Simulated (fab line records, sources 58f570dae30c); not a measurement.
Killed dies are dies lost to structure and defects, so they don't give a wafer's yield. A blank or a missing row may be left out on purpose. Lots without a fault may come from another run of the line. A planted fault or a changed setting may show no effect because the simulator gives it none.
Split-lot experiment | flow berkeley_cmos170 | 5 lots, 23 wafers read, on a route of 331 steps

THE SPLIT
At UCB170_PVT_COAT_01 (resist thk 900 nm), the setting spin_rpm was moved away from the recipe's 1500 rpm on 8 of the 23 wafers read, by -4.9% to +6.9%. The other wafers ran this setting at the recipe's value.

The reading is taken at the split's own step.

THE READING
KrF_of_PVT_COAT_01.thk_nm (the simulator's own value, which no gauge read), in nm, at UCB170_PVT_COAT_01 (resist thk 900 nm). The file gives no usual value for it. The 15 wafers here that ran the recipe average 899.8 nm, standard deviation 3.4 nm.

wafer  | tool, chamber at the split | spin_rpm as run, rpm | against the recipe | KrF_of_PVT_COAT_01.thk_nm, nm | against lot-mates on the recipe
L074.1 | litho_track-04, 0          | 1500                 | recipe             | 900.6                         | -
L074.3 | litho_track-04, 0          | 1500                 | recipe             | 904.5                         | -
L074.4 | litho_track-04, 0          | 1500                 | recipe             | 904.2                         | -
L077.1 | litho_track-01, 0          | 1603                 | +6.9%              | 868.9                         | -27.3
L077.6 | litho_track-01, 0          | 1603                 | +6.9%              | 868.9                         | -27.3
L077.2 | litho_track-01, 0          | 1500                 | recipe             | 897.1                         | -
L077.4 | litho_track-01, 0          | 1500                 | recipe             | 895.4                         | -
L077.5 | litho_track-01, 0          | 1500                 | recipe             | 896                           | -
L081.1 | litho_track-01, 0          | 1590                 | +6.0%              | 870.9                         | -25.7
L081.2 | litho_track-01, 0          | 1590                 | +6.0%              | 871.6                         | -25.0
L081.4 | litho_track-01, 0          | 1500                 | recipe             | 897.5                         | -
L081.5 | litho_track-01, 0          | 1500                 | recipe             | 898.1                         | -
L081.6 | litho_track-01, 0          | 1500                 | recipe             | 894.3                         | -
L083.1 | litho_track-04, 0          | 1500                 | recipe             | 904.3                         | -
L083.2 | litho_track-04, 0          | 1500                 | recipe             | 903.9                         | -
L083.4 | litho_track-04, 0          | 1427                 | -4.9%              | 925.7                         | +22.0
L083.5 | litho_track-04, 0          | 1500                 | recipe             | 902.9                         | -
L083.6 | litho_track-04, 0          | 1427                 | -4.9%              | 925.1                         | +21.4
L085.1 | litho_track-01, 0          | 1452                 | -3.2%              | 915.2                         | +15.6
L085.4 | litho_track-01, 0          | 1452                 | -3.2%              | 915.2                         | +15.6
L085.2 | litho_track-01, 0          | 1500                 | recipe             | 900.1                         | -
L085.5 | litho_track-01, 0          | 1500                 | recipe             | 900.1                         | -
L085.3 | litho_track-01, 0          | 1500                 | recipe             | 898.5                         | -

THE FIT
A straight line over all 23 wafers: KrF_of_PVT_COAT_01.thk_nm changes by -4.78 nm for each +1% of spin_rpm; r = -0.98; the points scatter about the line by 3 nm.
The same after taking each lot's own level away (the mean of its wafers on the recipe; 23 wafers): -4.25 nm for each +1%; r = -1.00; scatter 1.3 nm.
On that fit, the largest move of spin_rpm shifts the reading by 29 nm.
The lots' own levels span 896.17 to 903.70 nm, that is 2.2 times the standard deviation above.
So the lot-to-lot level changes the slope: the two fits differ.
Check: with one of the wafers moved furthest among these (+6.9%) left out of the fit, the line predicts -29.1 nm for it against its lot-mates. It came out at -27.3 nm against them.

THE WHOLE CHAIN: every reading that the file lists as answering this split, in the file's order
step                | what it does      | reading                                                                    | change (the file's fit)              | r (the file's)
UCB170_PVT_COAT_01  | resist thk 900 nm | KrF_of_PVT_COAT_01.thk_nm (the simulator's own value, which no gauge read) | -4.23 nm for each +1% of the setting | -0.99
UCB170_PVT_STRIP_08 | strips in O2      | strip_time_to_endpoint_s                                                   | withheld for each +1% of the setting | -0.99

THE FILE'S OWN FIT
KrF_of_PVT_COAT_01.thk_nm changes by -4.23 nm for each +1% of spin_rpm, r = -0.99.
